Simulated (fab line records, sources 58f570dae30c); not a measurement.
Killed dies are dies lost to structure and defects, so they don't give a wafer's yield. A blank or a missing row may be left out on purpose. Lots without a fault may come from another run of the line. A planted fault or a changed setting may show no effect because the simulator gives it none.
fab line records | flow berkeley_cmos170
record lots=14 wafers=42 last_day=13
route steps=331 shown NWELL@26 PWELL@48 PFIELD@85
lots that met no fault: from a run of the same line without faults
start_h: hours from the record's first day to the start of the lot's first wafer shown | wait_h: hours since the lot's step before | " the same as in the row above | L1.1+2: a row that stands for several wafers | - no value, or no start given | * or withheld: withheld | < > ~ a bound
route shown NAME@n: a module of which the file shows steps, and the number in the route of the first | usual: mean/standard deviation of fault-free wafers | same: alike in all rows | chamber/n: place in a boat | sites: the reading at each site | _std_site: their standard deviation | _edge_site: outer sites' mean less inner sites' | radius_mm: how far each site lies from the wafer's centre | mask NAME#n: copy n | behind: the tool/chamber that last shaped the wafer | hold: why the lot was held/for how many hours/how that ended | device: the transistor (n, p or np) that didn't switch | end of line: the same wafers' tests at the end of the route | a step without rows: its recipe alone | killed: dies lost to structure and defects at the first sort, not the wafer's yield | map: a wafer's dies, x killed, . not, _ none there
set.NAME: the setting as run; set.NAME@STEP: as run at that earlier step | model.NAME: the simulator's own value behind a step, which no gauge read
steps of the route over a sample of lots; a table a step, a row a wafer
services: from which hour (start_h, from the record's first day; less than 0 if before it) a tool's chamber was out of use, for how many hours, and why
## steps
# step UCB170_NWELL_OVL_MEAS_12
# usual NWELL_OVL=0/5.9
# columns lot.wafer tool chamber start_h wait_h NWELL_OVL[nm]
L326.2 overlay-02 - 32.10 - 3
L326.5 " - " " 0
L326.6 " - " " 4
L327.1 overlay-02 - 42.61 - -8
L327.3 " - " " -7
L327.4 " - " " -17
L328.1 overlay-02 - 49.50 - 0
L328.2 " - " " 2
L328.6 " - " " -4
L329.3 overlay-01 - 50.12 - 12
L329.5 " - " " 13
L329.6 " - " " 7
L330.3 overlay-02 - 50.19 - -2
L330.5 " - " " -5
L330.6 " - " " 3
L333.2 overlay-02 - 71.98 - 5
L333.5 " - " " 8
L333.6 " - " " 5
L335.4 overlay-01 - 88.91 - 2
L335.5 " - " " 2
L335.6 " - " " 5
L340.2 overlay-01 - 104.91 - 1
L340.4 " - " " 2
L340.5 " - " " 4
L343.1 overlay-01 - 123.52 - -10
L343.2 " - " " -5
L343.4 " - " " -9
L344.2 overlay-01 - 129.91 - -5
L344.3 " - " " 2
L344.4 " - " " -5
L345.2 overlay-02 - 138.32 - -8
L345.3 " - " " -12
L345.4 " - " " -9
L347.1 overlay-01 - 138.47 - 4
L347.4 " - " " -1
L347.5 " - " " 1
L346.3 overlay-01 - 142.49 - 10
L346.5 " - " " 6
L346.6 " - " " 10
L348.1 overlay-02 - 152.32 - 1
L348.4 " - " " -2
L348.6 " - " " 0
# step UCB170_PWELL_ETCH_14
# recipe chemistry=CH3F/Ar/O2 target=Si3N4 stop_on=SiO2 CH3F_flow_sccm=20 Ar_flow_sccm=50 O2_flow_sccm=7 pressure_mtorr=50 rf_w=450 target_depth_a=2420 over_etch_frac=0.1 time_s=151
# usual drypump_motor_current_A=5.7/0.42 oes_product_au=0.936/0.017 throttle_valve_pct=8.08/0.092
# columns lot.wafer tool chamber start_h wait_h drypump_motor_current_A oes_product_au rf_hours_counter_h throttle_valve_pct
L326.2 rie_diel-03 0 52.07 0.0 5.8 0.941 115 8.14
L326.5 " 3 " " 5.8 0.952 - 7.93
L326.6 " 2 " " 5.1 0.965 - 8.11
L328.1 rie_diel-04 0 67.87 0.0 5.5 0.928 31 8.05
L328.2 " 3 " " 5.2 0.926 107 7.97
L328.6 " 1 " " 6.4 0.911 - 8.06
L327.1 rie_diel-03 0 68.05 0.0 5.8 0.930 116 8.13
L327.3 " 3 " " 5.8 0.936 129 7.94
L327.4 " 0 " " 5.8 0.933 - 8.13
L329.3 rie_diel-02 1 68.32 0.0 5.3 0.933 5 8.10
L329.5 " 1 " " 5.3 0.932 - 8.08
L329.6 " 2 " " 5.4 0.921 - 8.19
L330.3 rie_diel-04 0 75.98 0.0 5.5 0.934 31 8.04
L330.5 " 1 " " 6.4 0.911 - 8.05
L330.6 " 0 " " 5.5 0.932 - 8.04
L333.2 rie_diel-02 1 96.59 0.0 5.3 0.948 7 8.08
L333.5 " 2 " " 5.4 0.922 - 8.19
L333.6 " 1 " " 5.3 0.936 - 8.10
L335.4 rie_diel-03 0 108.81 0.0 5.8 0.925 118 8.14
L335.5 " 3 " " 5.8 0.939 - 7.94
L335.6 " 0 " " 5.8 0.927 - 8.15
L340.2 rie_diel-02 1 129.03 0.0 5.3 0.952 8 8.11
L340.4 " 2 " " 5.4 0.937 158 8.19
L340.5 " 3 " " 5.6 0.942 - 8.13
L343.1 rie_diel-03 1 146.37 0.0 6.1 0.914 8 8.25
L343.2 " 3 " " 5.9 0.960 133 7.95
L343.4 " 2 " " 5.1 0.970 138 8.08
L344.2 rie_diel-04 1 146.69 0.0 6.4 0.911 117 8.07
L344.3 " 3 " " 5.3 0.925 111 7.96
L344.4 " 0 " " 5.5 0.938 34 8.05
L345.2 rie_diel-02 0 161.68 0.0 6.4 0.973 50 8.04
L345.3 " 0 " " 6.4 0.963 - 8.02
L345.4 " 3 " " 5.6 0.936 - 8.13
L346.3 rie_diel-04 2 161.88 0.0 5.8 0.947 82 8.22
L346.5 " 0 " " 5.5 0.939 - 8.03
L346.6 " 3 " " 5.3 0.928 - 7.96
L347.1 rie_diel-02 0 161.96 0.0 6.4 0.960 50 8.04
L347.4 " 3 " " 5.6 0.934 - 8.12
L347.5 " 0 " " 6.4 0.948 - 8.04
L348.1 rie_diel-03 0 173.04 0.0 5.8 0.934 122 8.14
L348.4 " 2 " " 5.1 0.959 139 8.10
L348.6 " 0 " " 5.8 0.934 - 8.14
# step UCB170_PFIELD_OVL_MEAS_06
# usual PFIELD_OVL=3/4
# columns lot.wafer tool chamber start_h wait_h PFIELD_OVL[nm]
L326.2 overlay-01 - 96.83 - 6
L326.5 " - " " 3
L326.6 " - " " 5
L328.1 overlay-02 - 109.26 - 2
L328.2 " - " " 2
L328.6 " - " " 0
L329.3 overlay-02 - 109.52 - -4
L329.5 " - " " -3
L329.6 " - " " -5
L327.1 overlay-01 - 109.54 - -1
L327.3 " - " " -3
L327.4 " - " " 2
L330.3 overlay-02 - 110.24 - 1
L330.5 " - " " 1
L330.6 " - " " -4
L333.2 overlay-01 - 135.68 - 5
L333.5 " - " " 4
L333.6 " - " " 8
L335.4 overlay-02 - 150.92 - 7
L335.5 " - " " 3
L335.6 " - " " -1
L340.2 overlay-02 - 167.92 - 2
L340.4 " - " " -3
L340.5 " - " " 0
L344.2 overlay-01 - 181.89 - 2
L344.3 " - " " 6
L344.4 " - " " -2
L343.1 overlay-02 - 182.00 - 4
L343.2 " - " " -4
L343.4 " - " " 2
L347.1 overlay-02 - 200.56 - 8
L347.4 " - " " 7
L347.5 " - " " 4
L346.3 overlay-02 - 200.76 - 2
L346.5 " - " " 3
L346.6 " - " " 6
L345.2 overlay-02 - 200.91 - 5
L345.3 " - " " 7
L345.4 " - " " 4
L348.1 overlay-01 - 209.54 - 7
L348.4 " - " " 3
L348.6 " - " " 9
# step UCB170_PFIELD_IMPLANT_07
# recipe species=B dose_cm2=2e+13 energy_kev=80 tilt_deg=7
# usual dose_ions_cm2=2.0004e+13/2e+10 faraday_current_uA=63.4/1.3
# columns lot.wafer tool chamber start_h wait_h dose_ions_cm2 faraday_current_uA
L326.2 implanter-02 0 96.88 0.0 1.9988e+13 62.8
L326.5 " 0 " " 2.0007e+13 63.0
L326.6 " 0 " " 2.0007e+13 65.7
L328.1 implanter-03 0 109.30 0.0 2.0002e+13 64.4
L328.2 " 0 " " 1.9977e+13 61.2
L328.6 " 0 " " 2.0009e+13 63.9
L327.1 implanter-04 0 109.57 0.0 2e+13 64.0
L327.3 " 0 " " 2.0036e+13 65.7
L327.4 " 0 " " 2.0052e+13 61.5
L329.3 implanter-03 0 109.59 0.1 2.0023e+13 62.3
L329.5 " 0 " " 2.0013e+13 61.5
L329.6 " 0 " " 2.002e+13 65.2
L330.3 implanter-03 0 110.31 0.1 2.8376e+13 89.6
L330.5 " 0 " " 2.8398e+13 90.9
L330.6 " 0 " " 2.842e+13 92.0
L333.2 implanter-03 0 135.73 0.0 2.8376e+13 86.2
L333.5 " 0 " " 2.8378e+13 92.1
L333.6 " 0 " " 2.8415e+13 89.8
L335.4 implanter-04 0 151.01 0.1 1.9966e+13 62.2
L335.5 " 0 " " 2.0008e+13 61.5
L335.6 " 0 " " 2.0014e+13 65.6
L340.2 implanter-04 0 167.98 0.0 1.9986e+13 64.5
L340.4 " 0 " " 1.9952e+13 61.6
L340.5 " 0 " " 1.9973e+13 61.7
L344.2 implanter-04 0 181.94 0.0 1.999e+13 65.8
L344.3 " 0 " " 2.0039e+13 61.9
L344.4 " 0 " " 1.9994e+13 63.5
L343.1 implanter-02 0 182.04 0.0 2.0014e+13 64.5
L343.2 " 0 " " 2.0018e+13 61.2
L343.4 " 0 " " 2.0003e+13 65.4
L347.1 implanter-02 0 200.59 0.0 2.0013e+13 64.0
L347.4 " 0 " " 2.0005e+13 62.3
L347.5 " 0 " " 1.9998e+13 63.2
L346.3 implanter-04 0 200.83 0.1 1.9989e+13 64.0
L346.5 " 0 " " 2.0012e+13 61.5
L346.6 " 0 " " 1.9983e+13 62.3
L345.2 implanter-02 0 200.97 0.0 1.9981e+13 63.4
L345.3 " 0 " " 2.0002e+13 65.2
L345.4 " 0 " " 1.9994e+13 64.6
L348.1 implanter-03 0 209.58 0.0 2.0019e+13 63.5
L348.4 " 0 " " 2.0022e+13 62.1
L348.6 " 0 " " 1.9995e+13 62.7
# step UCB170_PFIELD_TW_MEAS_09
# usual PFIELD_TW=610/6.5
# columns lot.wafer tool chamber start_h wait_h PFIELD_TW
L326.2 film_metro-04 - 97.12 0.1 602
L326.5 " - " " 603
L326.6 " - " " 600
L328.1 film_metro-04 - 109.55 0.1 602
L328.2 " - " " 602
L328.6 " - " " 601
L329.3 film_metro-02 - 109.81 0.1 614
L329.5 " - " " 609
L329.6 " - " " 612
L327.1 film_metro-02 - 109.85 0.1 615
L327.3 " - " " 614
L327.4 " - " " 610
L330.3 film_metro-02 - 110.53 0.1 682
L330.5 " - " " 682
L330.6 " - " " 686
L333.2 film_metro-04 - 135.97 0.1 673
L333.5 " - " " 669
L333.6 " - " " 671
L335.4 film_metro-02 - 151.22 0.1 613
L335.5 " - " " 609
L335.6 " - " " 610
L340.2 film_metro-02 - 168.21 0.1 610
L340.4 " - " " 613
L340.5 " - " " 614
L344.2 film_metro-01 - 182.18 0.1 611
L344.3 " - " " 614
L344.4 " - " " 611
L343.1 film_metro-04 - 182.29 0.1 598
L343.2 " - " " 602
L343.4 " - " " 603
L347.1 film_metro-02 - 200.84 0.1 621
L347.4 " - " " 618
L347.5 " - " " 618
L346.3 film_metro-02 - 201.05 0.1 617
L346.5 " - " " 618
L346.6 " - " " 618
L345.2 film_metro-02 - 201.20 0.1 615
L345.3 " - " " 615
L345.4 " - " " 616
L348.1 film_metro-04 - 209.83 0.1 598
L348.4 " - " " 595
L348.6 " - " " 598
## services
# columns tool chamber start_h hours kind
rie_diel-02 3 28.71 - clean
rie_diel-02 3 28.71 13.9 scheduled_down
rie_diel-02 3 28.71 13.9 vent_cycle
rie_diel-03 - 35.26 14.6 pm
rie_diel-04 1 43.16 2.3 repair
implanter-02 - 54.93 11.7 repair
rie_diel-03 1 62.15 22.1 repair
rie_diel-03 - 64.26 0.5 repair
implanter-04 - 77.47 1.9 repair
rie_diel-02 - 78.25 0.4 repair
rie_diel-03 1 94.95 1.9 repair
implanter-03 - 99.57 4.0 repair
implanter-02 - 108.67 4.3 pm
rie_diel-04 2 124.23 17.3 repair
implanter-03 - 126.92 1.9 pm
rie_diel-02 2 144.38 - clean
rie_diel-02 2 144.38 17.7 scheduled_down
rie_diel-02 2 144.38 17.7 vent_cycle
rie_diel-03 - 147.18 1.2 repair
rie_diel-02 1 160.61 3.5 repair
implanter-04 - 177.65 3.9 repair
rie_diel-04 3 178.86 4.2 repair
rie_diel-04 - 179.82 1.8 repair
rie_diel-03 1 209.53 4.7 repair
## key
first_sign step=UCB170_PFIELD_IMPLANT_07 reading=dose_ions_cm2 direction=up sigmas=99+ usual=2.0004e+13 struck=2.8394e+13
effect step=UCB170_PFIELD_IMPLANT_07 reading=faraday_current_uA direction=up sigmas=21 usual=63.4 struck=90.1
effect step=UCB170_PFIELD_TW_MEAS_09 reading=PFIELD_TW direction=up sigmas=10 usual=610 struck=677
met_at UCB170_PFIELD_IMPLANT_07
struck_lots L330,L333
sort_left_out L333.2,L333.5,L333.6
tester_left_out L330,L333
not_acting_at UCB170_NWELL_OVL_MEAS_12,UCB170_PWELL_ETCH_14,UCB170_PFIELD_OVL_MEAS_06
onset_between 109.59 110.31
fault kind=process_parameter_drift tool=implanter-03 chamber=- onset_h=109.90 steps=UCB170_PFIELD_IMPLANT_07 channel=dose_cm2 offset=8.4e+12 shape=step end_h=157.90 acts_in=these_recipes_only stated=2e+13
# tester_left_out: of these lots the tester's yield and bins aren't shown, on N5 and GAA mostly nor the transistor test; their killed dies are dies lost to structure and defects alone, not to doping, threshold or leakage, so they don't give the yield
# sort_left_out: the simulated sort isn't trusted on such a fault, so these wafers' sort isn't shown, and their yield isn't known
